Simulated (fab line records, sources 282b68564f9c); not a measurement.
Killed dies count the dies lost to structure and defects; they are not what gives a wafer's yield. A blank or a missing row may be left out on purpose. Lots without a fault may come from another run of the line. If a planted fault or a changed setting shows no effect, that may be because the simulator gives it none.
fab line records    flow rit_cmos
record: lots: 5  wafers: 23
route steps=202 shown NWELL@29 PWELL@47 WELLDRIVE@50 NRETRO@55 PRETRO@72 GATE@89 REOX@101 NLDD@111 PLDD@116 SPACER@125 M1@202
start_h: hours from the record's opening day to when the first of the lot's shown wafers began    wait_h: hours since the lot's step before    " the same as in the row above    L1.1+2: one row covering several wafers at once    - no value, or no start given    * or withheld: withheld    < > ~ a bound
route shown NAME@n: NAME is a module with steps in the file, n the number in the route of the first one    usual: the fault-free wafers' mean and standard deviation    same: alike in all rows    chamber/n: place in a boat    sites: the reading at each site    _std_site: standard deviation across them    _edge_site: outer sites' mean less inner sites'    radius_mm: for every site, how far away it sits from the centre of the wafer    mask NAME#n: copy n    behind: tool/chamber where the wafer was last shaped    hold: reason for holding the lot/hours on hold/outcome of the hold    device: whichever transistor did not switch (one of n, p or np)    end of line: the tests these same wafers got at the end of their route    step lacking rows: just its recipe    killed: at the first sort, the dies lost to defects and structure; wafer yield is something else    map: the dies of a wafer, with x for killed, . for not killed, _ for no die there
set.NAME: setting as actually run; set.NAME@STEP: the setting as run at that earlier step    model.NAME: the simulator's own value behind a step, which no gauge read
lots run with intentionally changed settings; tables by step, rows by wafer
== steps ==
step: RIT_NWELL_COAT_01
recipe: resist: NOVOLAK  spin_rpm: 2000  resist_thk_nm: 1300
lot.wafer  tool            chamber  start_h  wait_h  set.spin_rpm  model.NOVOLAK_of_NWELL_COAT_01.thk_nm
L074.1+4   litho_track-04  0        19.45    0.1     2000          1295
L074.3+6   "               0        "        "       2000          1298
L074.5     "               0        "        "       2000          1300
L078.2+4   litho_track-02  0        41.98    0.1     2000          1303
L078.6     "               0        "        "       2000          1302
L079.1+4   litho_track-04  0        46.26    0.1     2000          1295
L079.2     "               0        "        "       1861          1344
L079.3     "               0        "        "       1861          1343
L079.5     "               0        "        "       1861          1342
L081.1     litho_track-04  0        54.44    0.1     2000          1296
L081.2     "               0        "        "       2000          1291
L081.4     "               0        "        "       2000          1295
L081.5     "               0        "        "       2000          1294
L081.6     "               0        "        "       2000          1293
L084.1+4   litho_track-04  0        70.38    0.1     2000          1295
L084.2     "               0        "        "       1910          1328
L084.3     "               0        "        "       2000          1290
L084.6     "               0        "        "       1910          1327
step: RIT_NWELL_SOFTBAKE_02
recipe: resist: NOVOLAK  temp_c: 90  time_s: 60
step: RIT_NWELL_EXPOSE_03
recipe: mask_id: M2  na: 0.57  target_cd_nm: 43900  dose_mj: 250
step: RIT_NWELL_DEVELOP_05
recipe: resist: NOVOLAK  develop_time_s: 68  dev_temp_c: 23
step: RIT_NWELL_HARDBAKE_07
recipe: resist: NOVOLAK  temp_c: 140  time_s: 120
lot.wafer  tool            chamber  start_h  wait_h  set.spin_rpm@NWELL_COAT_01  model.NOVOLAK_of_NWELL_COAT_01.thk_nm
L074.1+4   litho_track-03  0        20.55    0.2     2000                        1132
L074.3     "               0        "        "       2000                        1136
L074.5     "               0        "        "       2000                        1137
L074.6     "               0        "        "       2000                        1135
L078.2     litho_track-03  0        42.88    0.1     2000                        1140
L078.4+6   "               0        "        "       2000                        1139
L079.1+4   litho_track-03  0        47.15    0.0     2000                        1133
L079.2     "               0        "        "       1861                        1175
L079.3     "               0        "        "       1861                        1174
L079.5     "               0        "        "       1861                        1173
L081.1+4   litho_track-04  0        55.33    0.0     2000                        1133
L081.2     "               0        "        "       2000                        1129
L081.5     "               0        "        "       2000                        1131
L081.6     "               0        "        "       2000                        1130
L084.1+4   litho_track-03  0        71.27    0.0     2000                        1132
L084.2     "               0        "        "       1910                        1161
L084.3     "               0        "        "       2000                        1129
L084.6     "               0        "        "       1910                        1160
step: RIT_NWELL_IMPLANT_08
recipe: species: P  energy_kev: 170  dose_cm2: 5e+13  tilt_deg: 7
lot.wafer   tool          chamber  start_h  wait_h  set.energy_kev  model.implant.rp_nm  model.implant.drp_nm
L074.1+4+5  implanter-03  0        20.80    0.2     166.7           207.3                67.84
L074.3+6    "             0        "        "       170             211.5                68.82
L078.2+4+6  implanter-01  0        43.12    0.2     170             220.3                68.82
L079.1+2+3  implanter-04  0        47.40    0.2     170             220.5                68.82
L079.4+5    "             0        "        "       167.4           217.1                68.04
L081.1+2    implanter-01  0        55.58    0.2     178.6           222.3                71.42
L081.4+5+6  "             0        "        "       170             211.3                68.82
L084.1+2    implanter-01  0        71.52    0.2     163.5           205.6                66.88
L084.3+4+6  "             0        "        "       170             214                  68.82
step: RIT_PWELL_IMPLANT_08
recipe: species: B  energy_kev: 170  dose_cm2: 7e+13  tilt_deg: 7
lot.wafer   tool          chamber  start_h  wait_h  set.dose_cm2
L074.1+5+6  implanter-02  0        22.35    0.2     7e+13
L074.3+4    "             0        "        "       6.606e+13
L078.2+4+6  implanter-01  0        44.67    0.2     7e+13
L079.1+2    implanter-01  0        48.95    0.2     7.244e+13
L079.3+4+5  "             0        "        "       7e+13
L081.1+4    implanter-04  0        57.26    0.2     7.28e+13
L081.2+5+6  "             0        "        "       7e+13
L084.1+4    implanter-02  0        73.28    0.2     7.395e+13
L084.2+3+6  "             0        "        "       7e+13
step: RIT_PWELL_STRIP_09
recipe: chemistry: O2  time_s: 180  resist: NOVOLAK  platen_temp_c: withheld  power_w: 500  pressure_mtorr: 4000  o2_flow_sccm: 4000
step: RIT_WELLDRIVE_ANNEAL_00
recipe: temp_c: 1100  time_s: 14700  ambient: N2
step: RIT_WELLDRIVE_RS_MEAS_02
recipe: thk_meas_gauge: four-point-probe
usual: PWELL_RS: 428.9/2
lot.wafer  tool           chamber  start_h  wait_h  set.dose_cm2@PWELL_IMPLANT_08  PWELL_RS[ohm/sq]
L074.1     film_metro-03  -        28.42    0.1     7e+13                          430.8
L074.3     "              -        "        "       6.606e+13                      446.4
L074.4     "              -        "        "       6.606e+13                      445.5
L074.5     "              -        "        "       7e+13                          430.9
L074.6     "              -        "        "       7e+13                          430.6
L078.2     film_metro-01  -        50.25    0.1     7e+13                          429.6
L078.4     "              -        "        "       7e+13                          429.2
L078.6     "              -        "        "       7e+13                          429.5
L079.1     film_metro-01  -        54.61    0.1     7.244e+13                      419.5
L079.2     "              -        "        "       7.244e+13                      418.8
L079.3     "              -        "        "       7e+13                          428.1
L079.4     "              -        "        "       7e+13                          429.5
L079.5     "              -        "        "       7e+13                          428.2
L081.1     film_metro-03  -        62.85    0.1     7.28e+13                       417.5
L081.2     "              -        "        "       7e+13                          427.2
L081.4     "              -        "        "       7.28e+13                       418.1
L081.5     "              -        "        "       7e+13                          428.3
L081.6     "              -        "        "       7e+13                          428.7
L084.1     film_metro-01  -        80.64    0.1     7.395e+13                      414.8
L084.2     "              -        "        "       7e+13                          428.6
L084.3     "              -        "        "       7e+13                          430.0
L084.4     "              -        "        "       7.395e+13                      414.2
L084.6     "              -        "        "       7e+13                          428.2
step: RIT_NRETRO_SOFTBAKE_02
recipe: resist: NOVOLAK  temp_c: 90  time_s: 60
lot.wafer   tool            chamber  start_h  wait_h  set.temp_c  model.NOVOLAK_of_NRETRO_COAT_01.thk_nm
L074.1      litho_track-01  0        28.84    0.1     93.44       1293
L074.3      "               0        "        "       90          1306
L074.4      "               0        "        "       93.44       1295
L074.5      "               0        "        "       90          1305
L074.6      "               0        "        "       93.44       1294
L078.2      litho_track-04  0        50.69    0.1     90          1295
L078.4      "               0        "        "       90          1297
L078.6      "               0        "        "       90          1298
L079.1+3    litho_track-02  0        55.03    0.1     90          1309
L079.2      "               0        "        "       92.04       1303
L079.4      "               0        "        "       92.04       1304
L079.5      "               0        "        "       92.04       1302
L081.1      litho_track-02  0        63.27    0.1     90          1306
L081.2      "               0        "        "       90          1308
L081.4      "               0        "        "       91.69       1299
L081.5      "               0        "        "       91.69       1303
L081.6      "               0        "        "       90          1310
L084.1      litho_track-04  0        81.06    0.1     90          1295
L084.2+3+6  "               0        "        "       90          1299
L084.4      "               0        "        "       90          1298
step: RIT_PRETRO_IMPLANT_08
recipe: species: B  energy_kev: 45  dose_cm2: 1.2e+13  tilt_deg: 7
lot.wafer       tool          chamber  start_h  wait_h  set.energy_kev  model.implant.rp_nm  model.implant.drp_nm
L074.1+4        implanter-02  0        31.44    0.2     42.54           134.5                53.25
L074.3+5+6      "             0        "        "       45              141.9                55.07
L078.2+4+6      implanter-03  0        53.23    0.2     45              140.5                55.07
L079.1+3+4      implanter-02  0        57.57    0.2     43.17           134.4                53.72
L079.2+5        "             0        "        "       45              139.8                55.07
L081.1+2+5      implanter-02  0        65.98    0.2     45              143.1                55.07
L081.4+6        "             0        "        "       43.3            138                  53.82
L084.1+2+3+4+6  implanter-04  0        83.60    0.2     45              144.8                55.07
step: RIT_GATE_EXPOSE_13
recipe: mask_id: M6  na: 0.6  source_shape: conventional  sigma_outer: 0.6  target_cd_nm: 150  dose_mj: 380
lot.wafer       tool              chamber  start_h  wait_h  mask  set.dose_mj
L074.1+5        iline_stepper-02  0        35.83    0.1     M6#0  372.2
L074.3+4+6      "                 0        "        "       M6#0  380
L078.2+4+6      iline_stepper-02  0        57.94    0.1     M6#0  380
L079.1+2+5      iline_stepper-02  0        62.45    0.1     M6#0  380
L079.3+4        "                 0        "        "       M6#0  353.9
L081.1+2+4+5+6  iline_stepper-01  0        71.50    0.2     M6#0  380
L084.1+3+6      iline_stepper-02  0        90.14    0.2     M6#0  408.4
L084.2+4        "                 0        "        "       M6#0  380
step: RIT_GATE_DEVELOP_15
recipe: resist: NOVOLAK  develop_time_s: 50  dev_temp_c: 23
lot.wafer       tool            chamber  start_h  wait_h  set.develop_time_s
L074.1+6        litho_track-03  0        -        -       43.31
L074.3+4+5      "               0        "        "       50
L078.2+4+6      litho_track-02  0        -        -       50
L079.1+4        litho_track-02  0        -        -       50
L079.2+3+5      "               0        "        "       55.61
L081.1+2+4+5+6  litho_track-02  0        -        -       50
L084.1+2+3      litho_track-03  0        -        -       45.75
L084.4+6        "               0        "        "       50
step: RIT_GATE_HARDBAKE_18
recipe: resist: NOVOLAK  temp_c: 140  time_s: 60
step: RIT_GATE_ETCH_19
recipe: chemistry: SF6/CHF3/O2  time_s: 165  SF6_flow_sccm: 30  CHF3_flow_sccm: 30  O2_flow_sccm: 5  target: poly-Si  pressure_mtorr: 40  rf_w: 160  target_depth_a: 3125  over_etch_frac: 0.25  stop_on: SiO2
lot.wafer  tool       chamber  start_h  wait_h  set.dose_mj@GATE_EXPOSE_13  set.develop_time_s@GATE_DEVELOP_15  model.GATE.cd_nm
L074.1     rie_si-01  3        36.54    0.1     372.2                       43.31                               -
L074.3     "          1        "        "       380                         50                                  155.4
L074.4     "          1        "        "       380                         50                                  154.5
L074.5     "          3        "        "       372.2                       50                                  170.5
L074.6     "          0        "        "       380                         43.31                               -
L078.2     rie_si-01  2        58.62    0.1     380                         50                                  153.6
L078.4     "          1        "        "       380                         50                                  153.9
L078.6     "          0        "        "       380                         50                                  152.5
L079.1     rie_si-02  0        63.15    0.1     380                         50                                  150.7
L079.2+5   "          1,0      "        "       380                         55.61                               -
L079.3     "          2        "        "       353.9                       55.61                               169.7
L079.4     "          1        "        "       353.9                       50                                  187.3
L081.1     rie_si-02  0        72.20    0.1     380                         50                                  150.4
L081.2     "          2        "        "       380                         50                                  152.1
L081.4+6   "          0,1      "        "       380                         50                                  151.6
L081.5     "          2        "        "       380                         50                                  150
L084.1     rie_si-01  2        90.84    0.1     408.4                       45.75                               127.9
L084.2     "          3        "        "       380                         45.75                               166.5
L084.3     "          0        "        "       408.4                       45.75                               128.1
L084.4     "          1        "        "       380                         50                                  152.6
L084.6     "          2        "        "       408.4                       50                                  113.8
step: RIT_REOX_OXIDATION_03
recipe: temp_c: 900  ambient: O2  target_thk_a: 252  ox_time_s: 5580
lot.wafer  tool        chamber  start_h  wait_h  set.ox_time_s  model.SiO2_of_REOX_OXIDATION_03.thk_nm
L074.1     -           -        -        1.5     4794           22.11
L074.3     "           -        "        "       4794           22.89
L074.4     "           -        "        "       4794           22.74
L074.5     "           -        "        "       4794           23.2
L074.6     "           -        "        "       4794           22.69
L078.2     furnace-04  0        59.39    0.0     5580           25.96
L078.4     "           0        "        "       5580           25.43
L078.6     "           0        "        "       5580           26.07
L079.1     -           -        -        0.0     6228           27.58
L079.2     "           -        "        "       6228           27.56
L079.3     "           -        "        "       6228           27.44
L079.4     "           -        "        "       6228           27.4
L079.5     "           -        "        "       6228           27.49
L081.1     -           -        -        0.0     4777           23.19
L081.2     "           -        "        "       4777           22.78
L081.4     "           -        "        "       4777           22.82
L081.5     "           -        "        "       4777           23.17
L081.6     "           -        "        "       4777           23.02
L084.1     -           -        -        0.4     5580           24.49
L084.2     "           -        "        "       5580           24.41
L084.3     "           -        "        "       5580           24.62
L084.4     "           -        "        "       5580           24.63
L084.6     "           -        "        "       5580           24.57
step: RIT_REOX_THK_MEAS_04
recipe: reads: SiO2_of_REOX_OXIDATION_03
usual: REOX_OXIDE_THK: 25.2/0.4
lot.wafer  tool           chamber  start_h  wait_h  set.ox_time_s@REOX_OXIDATION_03  REOX_OXIDE_THK[nm]
L074.1     film_metro-01  -        -        -       4794                             22.1
L074.3     "              -        "        "       4794                             22.9
L074.4     "              -        "        "       4794                             22.7
L074.5     "              -        "        "       4794                             23.2
L074.6     "              -        "        "       4794                             22.7
L078.2     film_metro-01  -        61.95    0.0     5580                             26.0
L078.4     "              -        "        "       5580                             25.4
L078.6     "              -        "        "       5580                             26.1
L079.1     film_metro-04  -        -        -       6228                             27.6
L079.2     "              -        "        "       6228                             27.6
L079.3     "              -        "        "       6228                             27.4
L079.4     "              -        "        "       6228                             27.4
L079.5     "              -        "        "       6228                             27.6
L081.1     film_metro-04  -        -        -       4777                             23.2
L081.2     "              -        "        "       4777                             22.8
L081.4     "              -        "        "       4777                             22.8
L081.5     "              -        "        "       4777                             23.2
L081.6     "              -        "        "       4777                             23.0
L084.1     film_metro-04  -        -        -       5580                             24.5
L084.2     "              -        "        "       5580                             24.4
L084.3     "              -        "        "       5580                             24.6
L084.4     "              -        "        "       5580                             24.6
L084.6     "              -        "        "       5580                             24.6
step: RIT_NLDD_IMPLANT_08
recipe: species: P  energy_kev: 20  dose_cm2: 5e+14  tilt_deg: 7
lot.wafer       tool          chamber  start_h  wait_h  set.energy_kev  model.implant.drp_nm
L074.1+3+6      implanter-03  0        42.55    0.1     20              12.97
L074.4+5        "             0        "        "       19.22           12.66
L078.2+4+6      implanter-03  0        63.06    0.1     20              12.97
L079.1+2+3+4+5  implanter-03  0        67.68    0.1     20              12.97
L081.1+4        implanter-03  0        76.65    0.1     20              12.97
L081.2+5+6      "             0        "        "       19.68           12.84
L084.1+2+4      implanter-03  0        95.70    0.1     20              12.97
L084.3+6        "             0        "        "       20.98           13.35
step: RIT_PLDD_SOFTBAKE_02
recipe: resist: NOVOLAK  temp_c: 90  time_s: 60
lot.wafer  tool            chamber  start_h  wait_h  set.temp_c  model.NOVOLAK_of_PLDD_COAT_01.thk_nm
L074.1     litho_track-04  0        43.24    0.1     92.88       992.4
L074.3     "               0        "        "       90          998.2
L074.4     "               0        "        "       92.88       991.8
L074.5     "               0        "        "       92.88       991.1
L074.6     "               0        "        "       90          997.4
L078.2+6   litho_track-01  0        63.75    0.1     90          1002
L078.4     "               0        "        "       90          999.4
L079.1     litho_track-02  0        68.52    0.1     90          999.7
L079.2     "               0        "        "       90          1001
L079.3     "               0        "        "       90          1002
L079.4     "               0        "        "       88.04       1002
L079.5     "               0        "        "       88.04       1003
L081.1     litho_track-02  0        77.33    0.1     90          1003
L081.2     "               0        "        "       92.91       994.5
L081.4     "               0        "        "       92.91       994
L081.5     "               0        "        "       90          1001
L081.6     "               0        "        "       92.91       992.6
L084.1     litho_track-01  0        96.38    0.1     90          995.9
L084.2     "               0        "        "       90          996.9
L084.3     "               0        "        "       90          998.6
L084.4     "               0        "        "       90          996
L084.6     "               0        "        "       90          996.5
step: RIT_PLDD_EXPOSE_03
recipe: mask_id: M8  na: 0.57  target_cd_nm: 40900  dose_mj: 250
step: RIT_PLDD_PEB_04
recipe: resist: NOVOLAK  temp_c: withheld  time_s: withheld
step: RIT_PLDD_DEVELOP_05
recipe: resist: NOVOLAK  develop_time_s: 50  dev_temp_c: 23
lot.wafer  tool            chamber  start_h  wait_h  set.temp_c@PLDD_SOFTBAKE_02  model.NOVOLAK_of_PLDD_COAT_01.thk_nm
L074.1     litho_track-01  0        -        -       92.88                        992
L074.3     "               0        "        "       90                           997.8
L074.4     "               0        "        "       92.88                        991.5
L074.5     "               0        "        "       92.88                        990.7
L074.6     "               0        "        "       90                           997
L078.2     litho_track-01  0        -        -       90                           1002
L078.4     "               0        "        "       90                           999.1
L078.6     "               0        "        "       90                           1001
L079.1     litho_track-01  0        -        -       90                           999.4
L079.2+3   "               0        "        "       90                           1001
L079.4     "               0        "        "       88.04                        1007
L079.5     "               0        "        "       88.04                        1008
L081.1     litho_track-02  0        -        -       90                           1002
L081.2     "               0        "        "       92.91                        994.2
L081.4     "               0        "        "       92.91                        993.7
L081.5     "               0        "        "       90                           1001
L081.6     "               0        "        "       92.91                        992.2
L084.1     litho_track-02  0        -        -       90                           995.5
L084.2     "               0        "        "       90                           996.6
L084.3     "               0        "        "       90                           998.3
L084.4     "               0        "        "       90                           995.7
L084.6     "               0        "        "       90                           996.2
step: RIT_PLDD_HARDBAKE_07
recipe: resist: NOVOLAK  temp_c: 140  time_s: 60
step: RIT_PLDD_STRIP_09
recipe: chemistry: O2  time_s: 180  resist: NOVOLAK  platen_temp_c: withheld  power_w: 500  pressure_mtorr: 4000  o2_flow_sccm: 4000
step: RIT_SPACER_CLEAN_00
recipe: chemistry: SC1  mix: 3:3:50  time_s: 600  temp_c: 75
lot.wafer  tool          chamber  start_h  wait_h  set.ox_time_s@REOX_OXIDATION_03  model.SiO2_of_REOX_OXIDATION_03.thk_nm
L074.1     wet_bench-01  1        44.48    0.1     4794                             20.36
L074.3     "             1        "        "       4794                             21.08
L074.4     "             1        "        "       4794                             20.94
L074.5     "             1        "        "       4794                             21.37
L074.6     "             1        "        "       4794                             20.89
L078.2     wet_bench-03  3        64.85    0.0     5580                             23.98
L078.4     "             3        "        "       5580                             23.49
L078.6     "             3        "        "       5580                             24.08
L079.1     wet_bench-04  1        69.76    0.1     6228                             25.44
L079.2     "             1        "        "       6228                             25.42
L079.3     "             1        "        "       6228                             25.3
L079.4     "             1        "        "       6228                             25.27
L079.5     "             1        "        "       6228                             25.37
L081.1     wet_bench-01  0        78.58    0.1     4777                             21.4
L081.2     "             0        "        "       4777                             21.03
L081.4     "             0        "        "       4777                             21.05
L081.5     "             0        "        "       4777                             21.39
L081.6     "             0        "        "       4777                             21.25
L084.1     wet_bench-01  3        97.82    0.1     5580                             22.58
L084.2     "             3        "        "       5580                             22.51
L084.3     "             3        "        "       5580                             22.7
L084.4     "             3        "        "       5580                             22.71
L084.6     "             3        "        "       5580                             22.65
step: RIT_SPACER_CVD_03
recipe: material: Si3N4  target_thk_nm: 250  temp_c: 810  precursor: SiH2Cl2/NH3  time_s: 3300  pressure_mtorr: 300  sih2cl2_flow_sccm: 60  nh3_flow_sccm: 150
lot.wafer  tool      chamber  start_h  wait_h  set.temp_c  model.Si3N4_of_SPACER_CVD_03.thk_nm
L074.1     -         -        -        0.0     810         252.4
L074.3     "         -        "        "       810         251.1
L074.4     "         -        "        "       810         251.4
L074.5     "         -        "        "       810         251.5
L074.6     "         -        "        "       810         249.1
L078.2     lpcvd-01  0        65.21    0.0     810         255.8
L078.4+6   "         0        "        "       810         254.5
L079.1     -         -        -        0.0     789.8       173.4
L079.2     "         -        "        "       789.8       173.6
L079.3     "         -        "        "       789.8       172.9
L079.4     "         -        "        "       789.8       174.9
L079.5     "         -        "        "       789.8       175.3
L081.1     -         -        -        0.0     823.6       319.3
L081.2     "         -        "        "       823.6       318.2
L081.4     "         -        "        "       823.6       320
L081.5     "         -        "        "       823.6       320.1
L081.6     "         -        "        "       823.6       319.1
L084.1     -         -        -        0.0     818.4       294.1
L084.2     "         -        "        "       818.4       294.2
L084.3     "         -        "        "       818.4       293.7
L084.4     "         -        "        "       818.4       295.1
L084.6     "         -        "        "       818.4       294.8
step: RIT_SPACER_THK_MEAS_04
recipe: reads: Si3N4_of_SPACER_CVD_03
usual: SPACER_NITRIDE_THK: 251.7/2.2
lot.wafer  tool           chamber  start_h  wait_h  set.temp_c@SPACER_CVD_03  SPACER_NITRIDE_THK[nm]
L074.1     film_metro-03  -        -        -       810                       252.4
L074.3     "              -        "        "       810                       251.1
L074.4     "              -        "        "       810                       251.4
L074.5     "              -        "        "       810                       251.6
L074.6     "              -        "        "       810                       249.3
L078.2     film_metro-03  -        67.14    0.0     810                       256.0
L078.4     "              -        "        "       810                       254.5
L078.6     "              -        "        "       810                       254.3
L079.1     film_metro-02  -        -        -       789.8                     173.4
L079.2     "              -        "        "       789.8                     173.7
L079.3     "              -        "        "       789.8                     172.8
L079.4     "              -        "        "       789.8                     175.0
L079.5     "              -        "        "       789.8                     175.4
L081.1     film_metro-01  -        -        -       823.6                     319.2
L081.2     "              -        "        "       823.6                     318.2
L081.4     "              -        "        "       823.6                     320.1
L081.5     "              -        "        "       823.6                     320.1
L081.6     "              -        "        "       823.6                     319.3
L084.1     film_metro-02  -        -        -       818.4                     294.1
L084.2     "              -        "        "       818.4                     294.3
L084.3     "              -        "        "       818.4                     293.5
L084.4     "              -        "        "       818.4                     295.2
L084.6     "              -        "        "       818.4                     294.9
step: RIT_SPACER_ETCHBACK_05
recipe: target_depth_a: 2500  SF6_flow_sccm: 30  CHF3_flow_sccm: 30  target: Si3N4  chemistry: SF6/CHF3  pressure_mtorr: 40  rf_w: 250  time_s: 240  stop_on: SiO2
usual: oes_product_au: 0.853/0.014
lot.wafer  tool         chamber  start_h  wait_h  set.temp_c@SPACER_CVD_03  oes_product_au  model.etch.depth_nm  model.Si3N4_of_SPACER_CVD_03.thk_nm
L074.1     rie_diel-02  2        47.78    0.1     810                       0.842           -                    197.6
L074.3     "            1        "        "       810                       0.874           -                    196.6
L074.4     "            0        "        "       810                       0.864           251.4                197.9
L074.5     "            0        "        "       810                       0.865           251.5                197.3
L074.6     "            1        "        "       810                       0.862           249.1                195.3
L078.2     rie_diel-02  3        67.19    0.0     810                       0.851           255.8                199.5
L078.4     "            0        "        "       810                       0.875           254.5                199.5
L078.6     "            3        "        "       810                       0.846           254.5                199
L079.1     rie_diel-03  0        73.06    0.1     789.8                     0.673           173.4                135.3
L079.2     "            1        "        "       789.8                     0.672           173.6                136.3
L079.3     "            2        "        "       789.8                     0.650           172.9                135.3
L079.4     "            3        "        "       789.8                     0.660           -                    137.2
L079.5     "            3        "        "       789.8                     0.661           -                    138
L081.1     rie_diel-02  2        81.88    0.1     823.6                     0.982           309.3                251
L081.2     "            3        "        "       823.6                     0.992           316.7                248.5
L081.4     "            1        "        "       823.6                     1.022           313                  250.7
L081.5     "            3        "        "       823.6                     0.983           313.2                250.8
L081.6     "            0        "        "       823.6                     1.020           309.6                250.8
L084.1     rie_diel-04  1        101.13   0.1     818.4                     0.955           294.1                231.9
L084.2     "            0        "        "       818.4                     0.956           -                    231.8
L084.3     "            2        "        "       818.4                     0.927           -                    232.4
L084.4     "            3        "        "       818.4                     0.953           295.1                232.3
L084.6     "            2        "        "       818.4                     0.925           294.8                233.3
step: RIT_M1_PROBE_99
lot.wafer  tool       chamber  start_h  wait_h  set.temp_c@SPACER_CVD_03  model.etest.nplus_sal.width_nm
L074.1     prober-02  -        58.93    0.1     810                       3432
L074.3     prober-02  -        59.03    0.2     810                       3458
L074.4     prober-02  -        59.08    0.2     810                       3442
L074.5     prober-02  -        59.13    0.2     810                       3418
L074.6     prober-02  -        59.18    0.2     810                       3457
L078.2     prober-02  -        78.36    0.1     810                       3444
L078.4     prober-02  -        78.46    0.2     810                       3443
L078.6     prober-02  -        78.56    0.2     810                       3456
L081.1     prober-01  -        93.28    0.1     823.6                     3235
L081.2     prober-01  -        93.33    0.1     823.6                     3242
L081.4     prober-01  -        93.43    0.2     823.6                     3224
L081.5+6   prober-01  -        93.48    0.2     823.6                     3245
L084.1     prober-02  -        112.50   0.1     818.4                     3338
L084.2     prober-02  -        112.55   0.1     818.4                     3344
L084.3     prober-02  -        112.60   0.2     818.4                     3341
L084.4     prober-02  -        112.65   0.2     818.4                     3349
L084.6     prober-02  -        112.75   0.2     818.4                     3332
killed by level:class
L078.2 GATE:geometric_particle:short=2 GATE:geometric_particle:open=1 SPACER:geometric_particle:open=1 SPACER:geometric_particle:short=1
L078.4 FOX1:geometric_particle:open=1 GATE:geometric_particle:short=1 SPACER:geometric_particle:short=1 SILICIDE:geometric_particle:short=1
L078.6 GATE:geometric_particle:short=2 SPACER:geometric_particle:open=2 REOX:geometric_particle:open=1 REOX:geometric_particle:short=1 SPACER:geometric_particle:short=1 CONTACT:geometric_particle:short=1
== key ==
split: step: RIT_NWELL_COAT_01  setting: spin_rpm  stated: 2000  by: wafer
response: step: RIT_NWELL_COAT_01  reading: model.NOVOLAK_of_NWELL_COAT_01.thk_nm  change: -7.06  per: 1%  r: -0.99
response: step: RIT_NWELL_HARDBAKE_07  reading: model.NOVOLAK_of_NWELL_COAT_01.thk_nm  change: -6.08  per: 1%  r: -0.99
split: step: RIT_NWELL_IMPLANT_08  setting: energy_kev  stated: 170  by: wafer
response: step: RIT_NWELL_IMPLANT_08  reading: model.implant.rp_nm  change: +2.19  per: 1%  r: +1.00
response: step: RIT_NWELL_IMPLANT_08  reading: model.implant.drp_nm  change: +0.511  per: 1%  r: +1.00
split: step: RIT_PWELL_IMPLANT_08  setting: dose_cm2  stated: 7e+13  by: wafer
response: step: RIT_WELLDRIVE_RS_MEAS_02  reading: PWELL_RS  change: -2.63  per: 1%  r: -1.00
split: step: RIT_NRETRO_SOFTBAKE_02  setting: temp_c  stated: 90  by: wafer
response: step: RIT_NRETRO_SOFTBAKE_02  reading: model.NOVOLAK_of_NRETRO_COAT_01.thk_nm  change: -3.01  per: 1%  r: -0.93
split: step: RIT_PRETRO_IMPLANT_08  setting: energy_kev  stated: 45  by: wafer
response: step: RIT_PRETRO_IMPLANT_08  reading: model.implant.rp_nm  change: +1.34  per: 1%  r: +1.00
response: step: RIT_PRETRO_IMPLANT_08  reading: model.implant.drp_nm  change: +0.332  per: 1%  r: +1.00
split: step: RIT_GATE_EXPOSE_13  setting: dose_mj  stated: 380  by: wafer
response: step: RIT_GATE_ETCH_19  reading: model.GATE.cd_nm  change: -4.68  per: 1%  r: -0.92
split: step: RIT_GATE_DEVELOP_15  setting: develop_time_s  stated: 50  by: wafer
response: step: RIT_GATE_ETCH_19  reading: model.GATE.cd_nm  slope: -1.62  per: 1%  together_with: dose_mj@GATE_EXPOSE_13  explained: 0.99
split: step: RIT_REOX_OXIDATION_03  setting: ox_time_s  stated: 5580  by: lot
response: step: RIT_REOX_OXIDATION_03  reading: model.SiO2_of_REOX_OXIDATION_03.thk_nm  change: +0.174  per: 1%  r: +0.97
response: step: RIT_REOX_THK_MEAS_04  reading: REOX_OXIDE_THK  change: +0.174  per: 1%  r: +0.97
response: step: RIT_SPACER_CLEAN_00  reading: model.SiO2_of_REOX_OXIDATION_03.thk_nm  change: +0.162  per: 1%  r: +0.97
split: step: RIT_NLDD_IMPLANT_08  setting: energy_kev  stated: 20  by: wafer
response: step: RIT_NLDD_IMPLANT_08  reading: model.implant.drp_nm  change: +0.0781  per: 1%  r: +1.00
split: step: RIT_PLDD_SOFTBAKE_02  setting: temp_c  stated: 90  by: wafer
response: step: RIT_PLDD_SOFTBAKE_02  reading: model.NOVOLAK_of_PLDD_COAT_01.thk_nm  change: -1.96  per: 1%  r: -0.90
response: step: RIT_PLDD_DEVELOP_05  reading: model.NOVOLAK_of_PLDD_COAT_01.thk_nm  change: -2.41  per: 1%  r: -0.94
split: step: RIT_SPACER_CVD_03  setting: temp_c  stated: 810  by: lot
response: step: RIT_SPACER_CVD_03  reading: model.Si3N4_of_SPACER_CVD_03.thk_nm  change: +34.6  per: 1%  r: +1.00
response: step: RIT_SPACER_THK_MEAS_04  reading: SPACER_NITRIDE_THK  change: +34.6  per: 1%  r: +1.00
response: step: RIT_SPACER_ETCHBACK_05  reading: oes_product_au  change: +0.0802  per: 1%  r: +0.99
response: step: RIT_SPACER_ETCHBACK_05  reading: model.etch.depth_nm  change: +33.7  per: 1%  r: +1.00
response: step: RIT_SPACER_ETCHBACK_05  reading: model.Si3N4_of_SPACER_CVD_03.thk_nm  change: +27.3  per: 1%  r: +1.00
response: step: RIT_M1_PROBE_99  reading: model.etest.nplus_sal.width_nm  change: -119  per: 1%  r: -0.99
